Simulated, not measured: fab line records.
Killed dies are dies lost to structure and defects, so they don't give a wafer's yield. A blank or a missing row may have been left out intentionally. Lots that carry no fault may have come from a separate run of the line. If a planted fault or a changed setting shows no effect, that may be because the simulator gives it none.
Which of the tools did it? ; flow rit_cmos ; 6 lots with 18 wafers sampled at 2 steps, on a route of 202 steps

## WHAT EACH GAUGE READ, for each wafer
RIT_ACTIVE_THK_MEAS_04.
lot;measured;on;ACTIVE_NITRIDE_THK (nm)
L964;day 1 19:37;film_metro-02;148.6 150.4 150.6
L968;day 2 14:57;film_metro-03;149.1 151.1 150.2
L970;day 3 01:13;film_metro-03;151.9 151.9 151.2
L973;day 3 16:02;film_metro-03;148.0 148.0 147.9
L976;day 4 08:26;film_metro-02;251.3 250.5 251.2
L983;day 5 18:23;film_metro-02;149.3 148.9 149.2

## TOOL THAT RAN EACH LOT (tool first, then ch and the chambers of the sampled wafers, then the start)
lot;RIT_ACTIVE_CVD_03
L964;lpcvd-01 ch 0, day 1 18:11
L968;lpcvd-01 ch 1, day 2 13:32
L970;lpcvd-01 ch 1, day 2 23:48
L973;lpcvd-02 ch 0, day 3 14:35
L976;lpcvd-01 ch 0, day 4 07:01
L983;lpcvd-02 ch 1, day 5 16:58
- RIT_ACTIVE_CVD_03: deposits Si3N4 from SiH2Cl2/NH3, target thk 150 nm, time 1500 s.

## THE ANSWER, worked out from the rows above alone
Rule: usual is defined by the lots themselves. Put in order of their means at a reading, lots are off if they are a third of the lots or fewer, leave a main group of 4 or more, and stand apart from it by a gap of 3 or more times the standard deviation of the main group's means; of several such gaps the widest counts. The tables above print the reading to a certain number of digits; a main group whose means all agree to those digits is not used. Also off: a lot with no number at a reading for which 4 or more lots have one. Where the step has rows for the other lots, those lots are counted as sound.
Off: at RIT_ACTIVE_THK_MEAS_04 (ACTIVE_NITRIDE_THK), L976. The main group has a mean of 149.8 nm with a standard deviation of 1.2.
A tool fits if, at a process step before that reading, it ran every lot that is off, and no sound lot after the first of them. Those tools and the gauges at RIT_ACTIVE_THK_MEAS_04 are tried in the same way. One fits: lpcvd-01 at RIT_ACTIVE_CVD_03. Its last sound lot is L970 (day 2 23:48), its first lot that is off L976 (day 4 07:01): a fault that began between those two fits.

## WHAT THE SIMULATOR HAD INSERTED
lpcvd-01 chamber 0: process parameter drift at RIT_ACTIVE_CVD_03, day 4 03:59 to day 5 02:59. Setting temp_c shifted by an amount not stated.
Lots struck among those shown: L976. This agrees with what the rule above found.
